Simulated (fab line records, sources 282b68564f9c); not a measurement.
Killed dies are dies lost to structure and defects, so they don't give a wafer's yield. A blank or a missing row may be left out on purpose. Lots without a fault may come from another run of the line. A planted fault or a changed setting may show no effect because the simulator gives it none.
fab line records | flow rit_cmos
record lots=13 wafers=39 last_day=7
route steps=202 shown NWELL@37 PSD@151 M1@184
lots that met no fault: from a run of the same line without faults
start_h: hours from the record's first day to the start of the lot's first wafer shown | wait_h: hours since the lot's step before | " the same as in the row above | L1.1+2: a row that stands for several wafers | - no value, or no start given | * or withheld: withheld | < > ~ a bound
route shown NAME@n: a module of which the file shows steps, and the number in the route of the first | usual: mean/standard deviation of fault-free wafers | same: alike in all rows | chamber/n: place in a boat | sites: the reading at each site | _std_site: their standard deviation | _edge_site: outer sites' mean less inner sites' | radius_mm: how far each site lies from the wafer's centre | mask NAME#n: copy n | behind: the tool/chamber that last shaped the wafer | hold: why the lot was held/for how many hours/how that ended | device: the transistor (n, p or np) that didn't switch | end of line: the same wafers' tests at the end of the route | a step without rows: its recipe alone | killed: dies lost to structure and defects at the first sort, not the wafer's yield | map: a wafer's dies, x killed, . not, _ none there
set.NAME: the setting as run; set.NAME@STEP: as run at that earlier step | model.NAME: the simulator's own value behind a step, which no gauge read
steps of the route over a sample of lots; a table a step, a row a wafer
services: from which hour (start_h, from the record's first day; less than 0 if before it) a tool's chamber was out of use, for how many hours, and why
## steps
# step RIT_NWELL_STRIP_09
# recipe chemistry=O2 time_s=180 resist=NOVOLAK platen_temp_c=withheld power_w=500 pressure_mtorr=4000 o2_flow_sccm=4000
# usual drypump_motor_current_A=5.6/0.44
# same time_s=180
# columns lot.wafer tool chamber start_h wait_h drypump_motor_current_A rf_hours_counter_h
L438.1 plasma_asher-03 1 21.38 0.1 6.1 39
L438.4 " 1 " " 6.1 -
L438.5 " 0 " " 5.1 -
L442.1 plasma_asher-03 1 41.84 0.1 6.1 41
L442.2 " 0 " " 5.1 41
L442.3 " 0 " " 5.2 -
L444.4 plasma_asher-02 1 50.68 0.1 5.1 -
L444.5 " 1 " " 5.1 -
L444.6 " 0 " " 6.1 -
L445.1 plasma_asher-02 1 57.42 0.1 5.1 25
L445.2 " 0 " " 6.1 25
L445.5 " 0 " " 6.1 -
L446.3 plasma_asher-02 0 63.05 0.1 6.1 -
L446.4 " 1 " " 5.1 -
L446.6 " 0 " " 6.1 -
L447.1 plasma_asher-01 0 66.58 0.1 5.5 42
L447.3 " 0 " " 5.5 -
L447.5 " 1 " " 5.9 -
L448.2 plasma_asher-01 0 75.20 0.1 5.5 43
L448.4 " 0 " " 5.5 -
L448.5 " 1 " " 5.8 -
L450.2 plasma_asher-03 1 80.85 0.1 6.1 45
L450.4 " 1 " " 6.1 -
L450.5 " 0 " " 5.2 -
L452.2 plasma_asher-02 0 96.19 0.1 6.2 29
L452.3 " 0 " " 6.2 -
L452.5 " 1 " " 5.1 -
L455.2 plasma_asher-01 1 108.44 0.1 5.9 46
L455.4 " 0 " " 5.6 -
L455.6 " 0 " " 5.6 -
L458.2 plasma_asher-01 0 122.55 0.1 5.6 48
L458.4 " 0 " " 5.5 -
L458.5 " 1 " " 5.9 -
L460.4 plasma_asher-02 1 132.46 0.1 5.1 -
L460.5 " 1 " " 5.1 -
L460.6 " 0 " " 6.1 -
L461.2 plasma_asher-02 0 136.14 0.1 6.2 34
L461.5 " 0 " " 6.2 -
L461.6 " 1 " " 5.1 -
# step RIT_PSD_STRIP_09
# recipe chemistry=O2 time_s=180 resist=NOVOLAK platen_temp_c=withheld power_w=500 pressure_mtorr=4000 o2_flow_sccm=4000
# usual drypump_motor_current_A=5.6/0.45
# same time_s=180
# columns lot.wafer tool chamber start_h wait_h drypump_motor_current_A rf_hours_counter_h
L438.1 plasma_asher-03 0 49.39 0.1 5.1 42
L438.4 " 0 " " 5.1 -
L438.5 " 1 " " 6.1 -
L442.1 plasma_asher-01 0 70.03 0.1 5.5 42
L442.2 " 1 " " 5.9 42
L442.3 " 0 " " 5.5 -
L444.4 plasma_asher-03 0 79.38 0.1 5.2 -
L444.5 " 0 " " 5.1 -
L444.6 " 1 " " 6.1 -
L445.1 plasma_asher-02 1 86.56 0.1 5.1 28
L445.2 " 0 " " 6.1 28
L445.5 " 0 " " 6.1 -
L446.3 plasma_asher-01 0 95.38 0.1 5.6 -
L446.4 " 1 " " 5.9 -
L446.6 " 1 " " 5.9 -
L447.1 plasma_asher-02 0 99.14 0.1 6.1 29
L447.3 " 1 " " 5.1 -
L447.5 " 0 " " 6.2 -
L448.2 plasma_asher-03 0 111.70 0.1 5.1 48
L448.4 " 1 " " 6.1 -
L448.5 " 1 " " 6.1 -
L450.2 plasma_asher-02 0 112.88 0.1 6.1 30
L450.4 " 1 " " 5.1 -
L450.5 " 0 " " 6.1 -
L452.2 plasma_asher-02 1 129.49 0.1 5.1 33
L452.3 " 0 " " 6.2 -
L452.5 " 1 " " 5.1 -
L455.2 plasma_asher-03 0 140.59 0.1 5.1 51
L455.4 " 1 " " 6.1 -
L455.6 " 1 " " 6.1 -
L458.2 plasma_asher-03 0 152.17 0.1 5.1 52
L458.4 " 0 " " 5.1 -
L458.5 " 0 " " 5.1 -
L460.4 plasma_asher-01 1 160.32 0.1 5.9 -
L460.5 " 1 " " 5.9 -
L460.6 " 0 " " 5.5 -
L461.2 plasma_asher-03 1 164.59 0.1 6.1 54
L461.5 " 1 " " 6.1 -
L461.6 " 0 " " 5.1 -
# step RIT_M1_SPUTTER_00
# recipe material=Al target_thk_nm=400 power_w=2000 chamber_pressure_pa=0.4 gas=Ar time_s=500 substrate_temp_c=25
# usual throttle_valve_pct=30.0/1.5
# columns lot.wafer tool chamber start_h wait_h throttle_valve_pct
L438.1 pvd_sputter-01 - 53.44 0.0 29.1
L438.4 " - " " 32.3
L438.5 " - " " 29.0
L442.1 pvd_sputter-04 - 74.12 0.0 31.7
L442.2 " - " " 28.5
L442.3 " - " " 29.7
L444.4 pvd_sputter-04 - 83.38 0.1 28.7
L444.5 " - " " 31.9
L444.6 " - " " 29.9
L445.1 pvd_sputter-01 - 90.56 0.0 29.2
L445.2 " - " " 32.2
L445.5 " - " " 29.2
L446.3 pvd_sputter-03 - 99.20 0.0 32.4
L446.4 " - " " 27.5
L446.6 " - " " 27.5
L447.1 pvd_sputter-04 - 103.20 0.0 31.6
L447.3 " - " " 29.8
L447.5 " - " " 28.4
L448.2 pvd_sputter-04 - 115.61 0.0 30.0
L448.4 " - " " 29.8
L448.5 " - " " 30.0
L450.2 pvd_sputter-03 - 116.88 0.0 29.1
L450.4 " - " " 31.3
L450.5 " - " " 32.8
L452.2 pvd_sputter-03 - 133.54 0.0 29.1
L452.3 " - " " 27.4
L452.5 " - " " 32.6
L455.2 pvd_sputter-04 - 144.63 0.0 31.7
L455.4 " - " " 28.4
L455.6 " - " " 31.4
L458.2 pvd_sputter-03 - 156.53 0.0 31.2
L458.4 " - " " 32.9
L458.5 " - " " 31.4
L460.4 pvd_sputter-03 - 164.30 0.0 31.1
L460.5 " - " " 29.3
L460.6 " - " " 32.4
L461.2 pvd_sputter-04 - 168.68 0.0 28.5
L461.5 " - " " 31.8
L461.6 " - " " 29.9
# step RIT_M1_RS_MEAS_01
# recipe thk_meas_gauge=four-point-probe reads=Al_of_M1_SPUTTER_00
# usual M1_AL_RS=0.0735/0.0008
# columns lot.wafer tool chamber start_h wait_h M1_AL_RS[ohm/sq]
L438.1 film_metro-03 - 53.73 0.1 0.0735
L438.4 " - " " 0.0735
L438.5 " - " " 0.0735
L442.1 film_metro-04 - 74.42 0.1 0.0742
L442.2 " - " " 0.0730
L442.3 " - " " 0.0734
L444.4 film_metro-01 - 83.58 0.1 0.0724
L444.5 " - " " 0.0736
L444.6 " - " " 0.0722
L445.1 film_metro-04 - 90.86 0.1 0.0734
L445.2 " - " " 0.0739
L445.5 " - " " 0.0733
L446.3 film_metro-01 - 99.53 0.2 0.0741
L446.4 " - " " 0.0730
L446.6 " - " " 0.0734
L447.1 film_metro-04 - 103.49 0.1 0.0743
L447.3 " - " " 0.0735
L447.5 " - " " 0.0725
L448.2 film_metro-01 - 115.92 0.2 0.0715
L448.4 " - " " 0.0719
L448.5 " - " " 0.0717
L450.2 film_metro-01 - 117.20 0.2 0.0742
L450.4 " - " " 0.0748
L450.5 " - " " 0.0752
L452.2 film_metro-03 - 133.86 0.2 0.0742
L452.3 " - " " 0.0732
L452.5 " - " " 0.0743
L455.2 film_metro-03 - 144.95 0.2 0.0741
L455.4 " - " " 0.0729
L455.6 " - " " 0.0741
L458.2 film_metro-01 - 156.84 0.2 0.0748
L458.4 " - " " 0.1117
L458.5 " - " " 0.0746
L460.4 film_metro-01 - 164.65 0.2 0.0734
L460.5 " - " " 0.0728
L460.6 " - " " 0.1108
L461.2 film_metro-03 - 168.99 0.2 0.0737
L461.5 " - " " 0.0741
L461.6 " - " " 0.0743
# step RIT_M1_THK_MEAS_02
# recipe thk_meas_gauge=xrf reads=Al_of_M1_SPUTTER_00
# usual M1_AL_THK=399/4.6
# columns lot.wafer tool chamber start_h wait_h M1_AL_THK[nm]
L438.1 film_metro-03 - 53.85 0.1 398
L438.4 " - " " 397
L438.5 " - " " 398
L442.1 film_metro-04 - 74.54 0.1 394
L442.2 " - " " 402
L442.3 " - " " 401
L444.4 film_metro-01 - 83.67 0.1 403
L444.5 " - " " 397
L444.6 " - " " 404
L445.1 film_metro-04 - 90.98 0.1 398
L445.2 " - " " 395
L445.5 " - " " 402
L446.3 film_metro-01 - 99.63 0.1 393
L446.4 " - " " 400
L446.6 " - " " 400
L447.1 film_metro-04 - 103.61 0.1 392
L447.3 " - " " 401
L447.5 " - " " 405
L448.2 film_metro-01 - 116.03 0.1 408
L448.4 " - " " 407
L448.5 " - " " 408
L450.2 film_metro-01 - 117.31 0.1 394
L450.4 " - " " 390
L450.5 " - " " 387
L452.2 film_metro-03 - 133.97 0.1 397
L452.3 " - " " 402
L452.5 " - " " 396
L455.2 film_metro-03 - 145.06 0.1 395
L455.4 " - " " 402
L455.6 " - " " 398
L458.2 film_metro-01 - 156.95 0.1 389
L458.4 " - " " 263
L458.5 " - " " 390
L460.4 film_metro-01 - 164.74 0.1 399
L460.5 " - " " 403
L460.6 " - " " 264
L461.2 film_metro-03 - 169.10 0.1 397
L461.5 " - " " 394
L461.6 " - " " 394
# step RIT_M1_METAL_ETCH_12
# recipe stop_on=SiO2 chemistry=Cl2/BCl3 target=Al time_s=165 over_etch_frac=0.5 pressure_mtorr=100 target_depth_a=6000 rf_w=250 Cl2_flow_sccm=60 bcl3_flow_sccm=50
# usual drypump_motor_current_A=5.6/0.47 oes_product_au=0.779/0.012 rf_fwd_power_W=249.1/0.73 throttle_valve_pct=8.21/0.11
# same time_s=165
# columns lot.wafer tool chamber start_h wait_h drypump_motor_current_A oes_product_au rf_fwd_power_W rf_hours_counter_h throttle_valve_pct
L438.1 rie_metal-01 0 55.32 0.2 5.4 0.772 248.7 4 8.07
L438.4 " 0 " " 5.4 0.781 248.5 - 8.07
L438.5 " 1 " " 5.7 0.770 250.5 - 8.28
L442.1 rie_metal-02 0 75.89 0.2 5.7 0.758 249.6 33 8.27
L442.2 " 1 " " 5.0 0.782 248.9 35 8.38
L442.3 " 0 " " 5.8 0.758 248.9 - 8.27
L444.4 rie_metal-01 0 85.04 0.1 5.4 0.776 248.4 - 8.07
L444.5 " 1 " " 5.7 0.776 250.5 - 8.27
L444.6 " 0 " " 5.4 0.779 249.7 - 8.07
L445.1 rie_metal-02 0 92.32 0.2 5.7 0.763 250.5 33 8.28
L445.2 " 1 " " 5.0 0.778 248.0 35 8.40
L445.5 " 1 " " 5.0 0.785 248.7 - 8.40
L446.3 rie_metal-03 0 101.14 0.2 5.4 0.793 248.3 - 8.13
L446.4 " 1 " " 6.5 0.793 249.4 - 8.18
L446.6 " 1 " " 6.6 0.788 248.9 - 8.18
L447.1 rie_metal-01 1 105.08 0.2 5.7 0.759 249.8 4 8.27
L447.3 " 1 " " 5.6 0.781 249.4 - 8.26
L447.5 " 0 " " 5.4 0.783 248.6 - 8.06
L448.2 rie_metal-03 1 117.37 0.2 6.5 0.799 248.5 3 8.18
L448.4 " 1 " " 6.6 0.794 249.4 - 8.19
L448.5 " 1 " " 6.5 0.799 249.1 - 8.17
L450.2 rie_metal-01 1 118.80 0.2 5.7 0.767 249.4 4 8.26
L450.4 " 1 " " 5.7 0.767 249.3 - 8.28
L450.5 " 0 " " 5.4 0.765 248.9 - 8.09
L452.2 rie_metal-03 0 135.32 0.2 5.4 0.791 247.6 3 8.10
L452.3 " 0 " " 5.4 0.796 248.5 - 8.12
L452.5 " 1 " " 6.5 0.778 249.2 - 8.19
L455.2 rie_metal-01 1 146.39 0.2 5.7 0.767 249.8 5 8.29
L455.4 " 1 " " 5.6 0.789 249.0 - 8.26
L455.6 " 0 " " 5.4 0.775 249.7 - 8.07
L458.2 rie_metal-02 1 158.40 0.2 5.0 0.752 250.3 0 8.40
L458.4 " 1 " " 5.0 0.627 249.4 - 8.43
L458.5 " 0 " " 5.8 0.773 249.2 - 8.30
L460.4 rie_metal-01 1 166.11 0.1 5.7 0.775 249.3 - 8.28
L460.5 " 1 " " 5.7 0.780 248.8 - 8.26
L460.6 " 0 " " 5.4 0.625 249.8 - 8.12
L461.2 rie_metal-02 1 170.69 0.2 5.0 0.757 249.0 0 8.40
L461.5 " 1 " " 5.0 0.764 249.1 - 8.40
L461.6 " 0 " " 5.7 0.774 248.5 - 8.27
# step RIT_M1_STRIP_14
# recipe chemistry=O2 time_s=180 platen_temp_c=withheld power_w=500 pressure_mtorr=4000 o2_flow_sccm=4000
# usual drypump_motor_current_A=5.8/0.37
# same time_s=180
# columns lot.wafer tool chamber start_h wait_h drypump_motor_current_A rf_hours_counter_h
L438.1 plasma_asher-04 0 55.66 0.0 5.9 42
L438.4 " 0 " " 5.9 -
L438.5 " 1 " " 6.3 -
L442.1 plasma_asher-04 0 76.24 0.0 5.9 44
L442.2 " 1 " " 6.3 44
L442.3 " 1 " " 6.3 -
L444.4 plasma_asher-04 0 85.38 0.1 5.9 -
L444.5 " 1 " " 6.3 -
L444.6 " 0 " " 5.9 -
L445.1 plasma_asher-01 0 92.66 0.0 5.6 44
L445.2 " 1 " " 5.9 44
L445.5 " 0 " " 5.6 -
L446.3 plasma_asher-02 0 101.48 0.1 6.1 -
L446.4 " 1 " " 5.1 -
L446.6 " 1 " " 5.1 -
L447.1 plasma_asher-02 1 105.42 0.0 5.1 30
L447.3 " 0 " " 6.1 -
L447.5 " 1 " " 5.1 -
L448.2 plasma_asher-02 0 117.70 0.0 6.1 31
L448.4 " 1 " " 5.1 -
L448.5 " 1 " " 5.1 -
L450.2 plasma_asher-02 1 119.14 0.0 5.1 31
L450.4 " 0 " " 6.2 -
L450.5 " 0 " " 6.1 -
L452.2 plasma_asher-01 1 135.65 0.0 5.9 50
L452.3 " 1 " " 5.9 -
L452.5 " 0 " " 5.6 -
L455.2 plasma_asher-02 1 146.73 0.0 5.1 35
L455.4 " 0 " " 6.1 -
L455.6 " 1 " " 5.1 -
L458.2 plasma_asher-01 1 158.91 0.0 5.9 52
L458.4 " 1 " " 5.9 -
L458.5 " 0 " " 5.5 -
L460.4 plasma_asher-01 1 166.45 0.1 5.9 -
L460.5 " 1 " " 5.9 -
L460.6 " 0 " " 5.6 -
L461.2 plasma_asher-01 1 171.03 0.0 5.9 54
L461.5 " 1 " " 5.9 -
L461.6 " 0 " " 5.6 -
# step RIT_M1_PROBE_99
# usual defect_limited_yield=97.5/1.2 killed_at_M0_to_M3=0.0/0.12 killed_at_contacts=0.1/0.23 killed_at_front_end=7/3 killed_dies=7/3.1 killed_open=3.3/2.1 killed_short=3.3/2 sort_bin_3_pad_short=0.1/0.22 sort_bin_5_function=1.4/0.8 sort_bin_6_memory=1.0/0.65 sort_n_pass=257/3.1 sort_yield_pct=97.5/1.2
# same gross_dies=264 killed_at_M4_up=0 killed_at_back_side=0 killed_at_other=0
# columns lot.wafer tool chamber start_h wait_h defect_limited_yield[%] killed_at_M0_to_M3 killed_at_contacts killed_at_front_end killed_dies killed_open killed_short sort_bin_3_pad_short[%] sort_bin_5_function[%] sort_bin_6_memory[%] sort_n_pass sort_yield_pct[%]
L438.1 prober-02 - 58.67 0.1 95.5 0 0 12 12 7 5 0 1.9 2.7 252 95.5
L438.4 prober-02 - 58.82 0.2 96.2 0 0 10 10 2 8 0.4 3.0 0.4 254 96.2
L438.5 prober-02 - 58.87 0.2 95.1 0 0 13 13 9 4 0.4 1.9 2.7 251 95.1
L442.1 prober-02 - 78.15 0.1 98.9 0 0 3 3 2 1 0 0.4 0.8 261 98.9
L442.2 prober-02 - 78.20 0.1 99.2 0 0 2 2 0 2 0 0.8 0 262 99.2
L442.3 prober-02 - 78.25 0.2 99.6 1 0 0 1 0 1 0 0.4 0 263 99.6
L444.4 prober-02 - 92.46 0.2 93.9 0 1 15 16 9 7 0.4 4.5 1.1 248 93.9
L444.5 prober-02 - 92.51 0.2 95.8 0 0 11 11 9 2 0 2.7 1.5 253 95.8
L444.6 prober-02 - 92.56 0.2 98.5 0 0 4 4 2 2 0 0.4 1.1 260 98.5
L445.1 prober-01 - 95.12 0.1 97.3 0 0 7 7 5 2 0.4 1.5 0.8 257 97.3
L445.2 prober-01 - 95.17 0.1 98.1 0 0 5 5 3 2 0 1.5 0.4 259 98.1
L445.5 prober-01 - 95.32 0.2 98.5 0 0 4 4 2 2 0 0.8 0.8 260 98.5
L446.3 prober-02 - 106.48 0.2 96.6 0 0 9 9 5 4 0 1.9 1.5 255 96.6
L446.4 prober-02 - 106.53 0.2 98.5 0 0 4 4 3 1 0 0.8 0.8 260 98.5
L446.6 prober-02 - 106.63 0.2 97.7 0 0 6 6 4 2 0 1.9 0.4 258 97.7
L447.1 prober-01 - 107.88 0.1 98.1 0 0 5 5 2 3 0.4 0.8 0.8 259 98.1
L447.3 prober-01 - 107.98 0.2 97.3 0 0 7 7 2 5 0 1.1 1.5 257 97.3
L447.5 prober-01 - 108.08 0.2 97.7 0 0 6 6 2 4 0 1.9 0.4 258 97.7
L448.2 prober-01 - 120.53 0.1 96.6 0 0 9 9 4 5 0 1.9 1.5 255 96.6
L448.4 prober-01 - 120.63 0.2 98.9 0 0 3 3 3 0 0 1.1 0 261 98.9
L448.5 prober-01 - 120.68 0.2 95.5 0 0 12 12 8 4 0.4 2.3 1.9 252 95.5
L450.2 prober-02 - 122.54 0.1 97.0 0 0 8 8 4 4 0 1.5 1.5 256 97.0
L450.4 prober-02 - 122.64 0.2 97.7 0 0 6 6 3 3 0 1.5 0.8 258 97.7
L450.5 prober-02 - 122.69 0.2 97.7 0 0 6 6 5 1 0 1.1 1.1 258 97.7
L452.2 prober-02 - 137.62 0.1 96.6 0 0 9 9 4 5 0.4 2.3 0.8 255 96.6
L452.3 prober-02 - 137.67 0.2 95.5 1 0 11 12 5 7 0 1.9 2.7 252 95.5
L452.5 prober-02 - 137.77 0.2 98.1 0 0 5 5 4 1 0 1.9 0 259 98.1
L455.2 prober-01 - 148.69 0.1 98.5 0 0 4 4 2 2 0 0.4 1.1 260 98.5
L455.4 prober-01 - 148.79 0.2 97.3 0 0 7 7 4 3 0 1.9 0.8 257 97.3
L455.6 prober-01 - 148.89 0.2 97.7 0 0 6 6 3 3 0 1.1 1.1 258 97.7
L458.2 prober-02 - 165.10 0.1 97.3 0 1 6 7 2 5 0.4 1.1 1.1 257 97.3
L458.4 prober-02 - 165.20 0.2 98.1 0 0 5 5 2 3 0.4 1.1 0.4 259 98.1
L458.5 prober-02 - 165.25 0.2 98.5 0 0 4 4 1 3 0 0.4 1.1 260 98.5
L460.4 prober-02 - 169.96 0.2 95.5 0 0 12 12 7 5 0.4 2.7 1.5 252 95.5
L460.5 prober-02 - 170.01 0.2 95.5 0 0 12 12 8 4 0.4 3.4 0.8 252 95.5
L460.6 prober-02 - 170.06 0.2 97.3 0 0 7 7 2 5 0.4 1.5 0.8 257 97.3
L461.2 prober-01 - 172.99 0.1 99.6 0 0 1 1 1 0 0 0 0.4 263 99.6
L461.5 prober-01 - 173.14 0.2 97.3 0 0 7 7 6 1 0 1.5 1.1 257 97.3
L461.6 prober-01 - 173.19 0.2 98.1 0 0 5 5 3 2 0.4 0.8 0.8 259 98.1
# killed by level:class
L438.1 GATE:geometric_particle:open=3 REOX:geometric_particle:short=2 SILICIDE:geometric_particle:open=2 SILICIDE:geometric_particle:short=2 FOX1:geometric_particle:open=1 FOX1:geometric_particle:short=1 REOX:geometric_particle:open=1
L438.4 FOX1:geometric_particle:short=5 FOX1:geometric_particle:open=2 GATE:geometric_particle:short=2 SILICIDE:geometric_particle:short=1
L438.5 GATE:geometric_particle:open=3 REOX:geometric_particle:open=2 FOX1:geometric_particle:short=1 FOX1:geometric_particle:open=1 FOX2:geometric_particle:open=1 REOX:geometric_particle:short=1 SPACER:geometric_particle:short=1 SPACER:geometric_particle:open=1
L442.1 FOX1:geometric_particle:open=2 GATE:geometric_particle:short=1
L442.2 FOX1:geometric_particle:short=1 GATE:geometric_particle:short=1
L442.3 M1:geometric_particle:short=1
L444.4 FOX2:geometric_particle:open=4 SILICIDE:geometric_particle:open=4 REOX:geometric_particle:short=2 SILICIDE:geometric_particle:short=2 FOX2:geometric_particle:short=1 GATE:geometric_particle:short=1 GATE:geometric_particle:open=1 CONTACT:geometric_particle:short=1
L444.5 REOX:geometric_particle:open=4 FOX1:geometric_particle:open=3 SILICIDE:geometric_particle:open=2 FOX1:geometric_particle:short=1 SILICIDE:geometric_particle:short=1
L444.6 FOX1:geometric_particle:open=2 FOX1:geometric_particle:short=1 FOX2:geometric_particle:short=1
L445.1 GATE:geometric_particle:open=2 SPACER:geometric_particle:open=2 FOX1:geometric_particle:open=1 SPACER:geometric_particle:short=1 SILICIDE:geometric_particle:short=1
L445.2 SILICIDE:geometric_particle:open=2 GATE:geometric_particle:open=1 GATE:geometric_particle:short=1 SILICIDE:geometric_particle:short=1
L445.5 FOX1:geometric_particle:short=1 GATE:geometric_particle:short=1 REOX:geometric_particle:open=1 SPACER:geometric_particle:open=1
L446.3 REOX:geometric_particle:open=4 GATE:geometric_particle:short=2 SILICIDE:geometric_particle:short=2 SILICIDE:geometric_particle:open=1
L446.4 GATE:geometric_particle:open=2 SPACER:geometric_particle:short=1 SILICIDE:geometric_particle:open=1
L446.6 REOX:geometric_particle:open=2 GATE:geometric_particle:short=1 SPACER:geometric_particle:open=1 SPACER:geometric_particle:short=1 SILICIDE:geometric_particle:open=1
L447.1 FOX1:geometric_particle:short=1 FOX1:geometric_particle:open=1 GATE:geometric_particle:short=1 REOX:geometric_particle:short=1 REOX:geometric_particle:open=1
L447.3 REOX:geometric_particle:short=2 FOX1:geometric_particle:short=1 FOX2:geometric_particle:short=1 REOX:geometric_particle:open=1 SPACER:geometric_particle:short=1 SPACER:geometric_particle:open=1
L447.5 FOX1:geometric_particle:short=2 FOX1:geometric_particle:open=1 GATE:geometric_particle:short=1 SPACER:geometric_particle:open=1 SPACER:geometric_particle:short=1
L448.2 FOX1:geometric_particle:short=2 REOX:geometric_particle:short=2 SPACER:geometric_particle:open=2 FOX2:geometric_particle:short=1 REOX:geometric_particle:open=1 SILICIDE:geometric_particle:open=1
L448.4 GATE:geometric_particle:open=1 SPACER:geometric_particle:open=1 SILICIDE:geometric_particle:open=1
L448.5 GATE:geometric_particle:open=3 REOX:geometric_particle:open=2 FOX1:geometric_particle:open=1 FOX1:geometric_particle:short=1 REOX:geometric_particle:short=1 SPACER:geometric_particle:open=1 SPACER:geometric_particle:short=1 SILICIDE:geometric_particle:open=1
L450.2 GATE:geometric_particle:short=3 REOX:geometric_particle:open=2 FOX1:geometric_particle:open=1 REOX:geometric_particle:short=1 SPACER:geometric_particle:open=1
L450.4 FOX1:geometric_particle:open=2 FOX1:geometric_particle:short=1 GATE:geometric_particle:open=1 GATE:geometric_particle:short=1 SPACER:geometric_particle:short=1
L450.5 GATE:geometric_particle:open=2 FOX1:geometric_particle:open=1 REOX:geometric_particle:open=1 SPACER:geometric_particle:open=1 SILICIDE:geometric_particle:short=1
L452.2 SPACER:geometric_particle:short=3 FOX1:geometric_particle:short=1 FOX1:geometric_particle:open=1 GATE:geometric_particle:open=1 GATE:geometric_particle:short=1 SPACER:geometric_particle:open=1 SILICIDE:geometric_particle:open=1
L452.3 FOX1:geometric_particle:open=2 FOX2:geometric_particle:short=2 GATE:geometric_particle:open=2 FOX1:geometric_particle:short=1 GATE:geometric_particle:short=1 REOX:geometric_particle:open=1 SPACER:geometric_particle:short=1 SILICIDE:geometric_particle:short=1
L452.5 FOX2:geometric_particle:open=2 REOX:geometric_particle:short=1 SPACER:geometric_particle:open=1 SILICIDE:geometric_particle:open=1
L455.2 FOX2:geometric_particle:short=1 GATE:geometric_particle:short=1 GATE:geometric_particle:open=1 SPACER:geometric_particle:open=1
L455.4 GATE:geometric_particle:short=3 SPACER:geometric_particle:open=2 FOX1:geometric_particle:open=1 GATE:geometric_particle:open=1
L455.6 FOX1:geometric_particle:open=3 FOX1:geometric_particle:short=1 SPACER:geometric_particle:short=1 SILICIDE:geometric_particle:short=1
L458.2 REOX:geometric_particle:short=2 GATE:geometric_particle:open=1 GATE:geometric_particle:short=1 SILICIDE:geometric_particle:open=1 SILICIDE:geometric_particle:short=1 CONTACT:geometric_particle:short=1
L458.4 REOX:geometric_particle:short=2 SPACER:geometric_particle:open=2 SPACER:geometric_particle:short=1
L458.5 SILICIDE:geometric_particle:short=2 FOX1:geometric_particle:open=1 FOX2:geometric_particle:short=1
L460.4 SILICIDE:geometric_particle:open=5 FOX1:geometric_particle:short=2 FOX2:geometric_particle:open=2 GATE:geometric_particle:short=2 REOX:geometric_particle:short=1
L460.5 SPACER:geometric_particle:short=3 REOX:geometric_particle:open=2 SPACER:geometric_particle:open=2 SILICIDE:geometric_particle:open=2 FOX1:geometric_particle:open=1 GATE:geometric_particle:open=1 GATE:geometric_particle:short=1
L460.6 REOX:geometric_particle:short=2 SILICIDE:geometric_particle:open=2 GATE:geometric_particle:short=1 SPACER:geometric_particle:short=1 SILICIDE:geometric_particle:short=1
L461.2 FOX1:geometric_particle:open=1
L461.5 FOX2:geometric_particle:open=2 FOX2:geometric_particle:short=1 GATE:geometric_particle:open=1 REOX:geometric_particle:open=1 SPACER:geometric_particle:open=1 SILICIDE:geometric_particle:open=1
L461.6 FOX1:geometric_particle:open=1 FOX1:geometric_particle:short=1 FOX2:geometric_particle:short=1 GATE:geometric_particle:open=1 SILICIDE:geometric_particle:open=1
## services
# columns tool chamber start_h hours kind
rie_metal-01 1 -2.00 4.3 repair
rie_metal-01 0 12.86 23.8 repair
pvd_sputter-01 - 24.43 9.9 repair
plasma_asher-02 - 25.15 1.0 repair
rie_metal-03 - 27.62 2.8 pm
rie_metal-01 1 31.56 10.5 repair
pvd_sputter-01 - 37.12 2.3 repair
pvd_sputter-03 - 39.20 1.2 repair
pvd_sputter-04 - 44.38 14.5 repair
rie_metal-02 - 52.43 2.5 repair
pvd_sputter-01 - 57.96 2.7 repair
pvd_sputter-01 - 59.34 0.9 repair
plasma_asher-04 - 71.89 1.8 repair
plasma_asher-03 - 86.78 4.0 pm
pvd_sputter-04 - 98.26 3.6 repair
plasma_asher-04 - 108.75 9.0 pm
plasma_asher-04 - 126.51 5.2 repair
rie_metal-03 0 128.16 3.1 repair
rie_metal-02 - 136.12 20.0 pm
rie_metal-02 0 136.12 20.0 vent_cycle
rie_metal-02 1 136.12 20.0 vent_cycle
rie_metal-01 - 143.87 0.9 repair
rie_metal-02 - 154.96 0.6 repair
plasma_asher-04 - 157.55 14.6 pm
## key
first_sign step=RIT_M1_RS_MEAS_01 reading=M1_AL_RS direction=up sigmas=47 usual=0.0735 struck=0.1113
effect step=RIT_M1_THK_MEAS_02 reading=M1_AL_THK direction=down sigmas=29 usual=399 struck=264
effect step=RIT_M1_METAL_ETCH_12 reading=oes_product_au direction=down sigmas=13 usual=0.779 struck=0.626 through=control_loop
met_at RIT_M1_SPUTTER_00
struck_lots L458,L460
struck_wafers L458.4,L460.6
loop_trim step=RIT_M1_EXPOSE_06 setting=dose lots=L458,L460
not_acting_at RIT_NWELL_STRIP_09,RIT_PSD_STRIP_09,RIT_M1_STRIP_14
onset_between 133.54 156.53
fault kind=process_parameter_drift tool=pvd_sputter-03 chamber=- onset_h=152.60 steps=RIT_M1_SPUTTER_00 channel=target_thk_nm offset=-129.79 shape=step end_h=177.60 acts_in=these_recipes_only stated=400 scope=struck_wafers_only
# loop_trim: a control loop set the setting to another value than it would have without faults
